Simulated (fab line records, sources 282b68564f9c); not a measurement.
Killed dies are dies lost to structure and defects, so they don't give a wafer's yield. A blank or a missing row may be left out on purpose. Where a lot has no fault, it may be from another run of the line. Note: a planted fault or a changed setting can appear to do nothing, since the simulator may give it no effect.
2 desks, one fault    flow ritCmos    numbers are kept per desk, each desk with only its own; the story behind them comes last

== THE TOOL OWNER'S DESK: rieSi-01 ==
The tool's own readings at RIT_GATE_ETCH_19 (etches poly-Si in SF6/CHF3/O2, stops on SiO2, time 165 s, target depth 312.5 nm): means of the sampled wafers that have a number, for each lot that ran on this tool. Any lot whose mean is over 4 standard deviations away from the usual mean is out of limits and marked OUT; that distance is given in the brackets.
Columns: A = CHF3_flow_sccm at RIT_GATE_ETCH_19, usual 29.99 sccm; B = drypumpMotorCurrentA at RIT_GATE_ETCH_19, usual 5.7 A; C = oesProductAu at RIT_GATE_ETCH_19, usual 0.847 a.u.; D = throttleValvePct at RIT_GATE_ETCH_19, usual 10.26 %
lot   first seen here  A      B    C      D
L693  day 3 15:01      29.98  5.7  0.851  10.31
L695  day 3 23:55      30.05  5.7  0.855  10.30
L707  day 6 07:18      29.93  5.7  0.848  10.24
L709  day 6 21:22      30.03  5.4  0.856  10.21
Result from this desk: across the 4 lots, nothing is out of limits.

== FROM THE METROLOGY DESK ==
What the gauges read for every lot (on any tool): the sampled wafers with a number, averaged. Any lot whose mean is over 4 standard deviations away from the usual mean is out of limits and marked OUT; that distance is given in the brackets.
Columns: A = GATE_OXIDE_THK at RIT_GATE_THK_MEAS_07, usual 2.99 nm; B = GATE_POLY_THK at RIT_GATE_THK_MEAS_09, usual 250.9 nm; C = cdNm at RIT_GATE_CD_MEAS_16, usual 150.4 nm; D = GATE_OVL at RIT_GATE_OVL_MEAS_17, usual 0.8 nm
lot   first seen here  A     B      C      D
L693  day 3 10:52      3.01  251.7  150.7  1.5
L695  day 3 21:01      2.97  251.8  152.0  -2.1
L706  day 6 02:38      2.96  250.7  147.7  -2.2
L707  day 6 04:18      2.92  251.9  153.7  0.4
L709  day 6 18:22      3.00  251.5  146.0  0.2
L712  day 7 09:23      3.00  250.7  152.6  0.7
Result from this desk: across the 6 lots, nothing is out of limits.

== BROUGHT TOGETHER ==
The tool owner's desk saw nothing out of limits.
From the metrology desk's view, nothing was out of limits.

== WHAT THE SIMULATOR HAD PUT IN ==
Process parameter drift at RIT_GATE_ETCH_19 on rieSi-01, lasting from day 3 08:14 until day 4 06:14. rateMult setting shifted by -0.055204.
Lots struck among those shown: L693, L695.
